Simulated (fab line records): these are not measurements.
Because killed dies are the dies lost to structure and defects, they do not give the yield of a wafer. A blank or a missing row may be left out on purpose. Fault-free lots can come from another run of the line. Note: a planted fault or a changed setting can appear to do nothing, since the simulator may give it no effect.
Split-lot trial -- flow ritCmos -- 23 wafers read from 5 lots, route of 202 steps

THE SPLIT ITSELF
At RIT_CONTACT_COAT_03 (resist thk 1000 nm), the setting spinRpm was moved away from the recipe's 3250 rpm on 9 of the 23 wafers read, by -4.4% to +7.0%. For the rest of the wafers, this setting stayed at what the recipe calls for.

FROM THE SPLIT TO THE READING: what the file shows between them, 3 steps
- RIT_CONTACT_DEVELOP_07: develop time 120 s (also split here: developTimeS)
- RIT_CONTACT_CD_MEAS_08: target cd 1000 nm
- RIT_CONTACT_HARDBAKE_10: time 60 s

THE READING
NOVOLAK_of_CONTACT_COAT_03.thkNm (the simulator's own value, which no gauge read), in nm, at RIT_CONTACT_ETCH_11 (etches SiO2 in CHF3/CF4/Ar, stops on TiSi2, target depth 480 nm, time 320 s). The file gives no usual value for it. The 14 wafers here that ran the recipe average 771.5 nm, standard deviation 4.8 nm.

wafer,"tool, chamber at the split","spinRpm as run, rpm",against the recipe,"NOVOLAK_of_CONTACT_COAT_03.thkNm, nm",against lot-mates on the recipe
L074.1,"lithoTrack-04, 0",3459,+6.4%,743.9,-29.0
L074.2,"lithoTrack-04, 0",3459,+6.4%,746.8,-26.1
L074.3,"lithoTrack-04, 0",3250,recipe,772.4,-
L074.4,"lithoTrack-04, 0",3250,recipe,773.4,-
L074.6,"lithoTrack-04, 0",3459,+6.4%,747.8,-25.1
L077.1,"lithoTrack-01, 0",3250,recipe,780.4,-
L077.2,"lithoTrack-01, 0",3250,recipe,776.3,-
L077.4,"lithoTrack-01, 0",3106,-4.4%,791.2,+12.9
L077.5,"lithoTrack-01, 0",3106,-4.4%,796.2,+17.9
L077.6,"lithoTrack-01, 0",3106,-4.4%,795.3,+17.0
L078.1,"lithoTrack-01, 0",3250,recipe,773.6,-
L078.2,"lithoTrack-01, 0",3250,recipe,771.9,-
L078.6,"lithoTrack-01, 0",3250,recipe,762.9,-
L080.1,"lithoTrack-04, 0",3479,+7.0%,744.1,-19.9
L080.2,"lithoTrack-04, 0",3250,recipe,766.2,-
L080.3,"lithoTrack-04, 0",3479,+7.0%,744.3,-19.7
L080.4,"lithoTrack-04, 0",3250,recipe,761.7,-
L080.5,"lithoTrack-04, 0",3479,+7.0%,739.7,-24.2
L084.1,"lithoTrack-01, 0",3250,recipe,774.2,-
L084.2,"lithoTrack-01, 0",3250,recipe,772.6,-
L084.3,"lithoTrack-01, 0",3250,recipe,769,-
L084.4,"lithoTrack-01, 0",3250,recipe,773.2,-
L084.6,"lithoTrack-01, 0",3250,recipe,772.8,-

FIT RESULTS
A straight line over all 23 wafers: NOVOLAK_of_CONTACT_COAT_03.thkNm changes by -4.3 nm for each +1% of spinRpm; r = -0.97; the points scatter about the line by 4.4 nm.
The same after taking each lot's own level away (the mean of its wafers on the recipe; 23 wafers): -3.54 nm for each +1%; r = -0.97; scatter 3.3 nm.
According to that fit, moving spinRpm by its largest amount changes the reading by 25 nm.
The span of the lots' own levels, 763.95 to 778.35 nm, comes to 3.0 times the standard deviation stated above.
So the slope is not independent of the lot-to-lot level: the two fits are not the same.
Check: for one of the wafers moved furthest among these (+7.0%), held out of the fit, the line's prediction against its lot-mates is -25.9 nm. Against them it came out at -19.9 nm.

OTHER SPLITS APPLIED TO THESE WAFERS
These wafers also went through other splits before the reading. Each is held against what the fit with the lots' levels taken away leaves over:
other split on the same wafers,wafers away from the commonest value,r with NOVOLAK_of_CONTACT_COAT_03.thkNm (lot level and that fit taken away)
RIT_SPACER_CVD_03 pressureMtorr,15,-0.18
RIT_PSD_COAT_01 spinRpm,9,+0.17
RIT_SDANNEAL_CLEAN_01 timeS,15,-0.19
RIT_SILICIDE_SPUTTER_01 timeS,7,-0.12
RIT_CONTACT_DEVELOP_07 developTimeS,8,-0.30

THE WHOLE CHAIN: every reading that the file lists as answering this split, in the file's order
step,what it does,reading,change (the file's fit),r (the file's)
RIT_CONTACT_COAT_03,resist thk 1000 nm,"NOVOLAK_of_CONTACT_COAT_03.thkNm (the simulator's own value, which no gauge read)",-4.68 nm for each +1% of the setting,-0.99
RIT_CONTACT_HARDBAKE_10,time 60 s,"NOVOLAK_of_CONTACT_COAT_03.thkNm (the simulator's own value, which no gauge read)",-4.09 nm for each +1% of the setting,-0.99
RIT_CONTACT_ETCH_11,"etches SiO2 in CHF3/CF4/Ar, stops on TiSi2, target depth 480 nm, time 320 s","NOVOLAK_of_CONTACT_COAT_03.thkNm (the simulator's own value, which no gauge read)",-3.54 nm for each +1% of the setting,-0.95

THE FILE'S OWN FIT
NOVOLAK_of_CONTACT_COAT_03.thkNm changes by -3.54 nm for each +1% of spinRpm, r = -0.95.
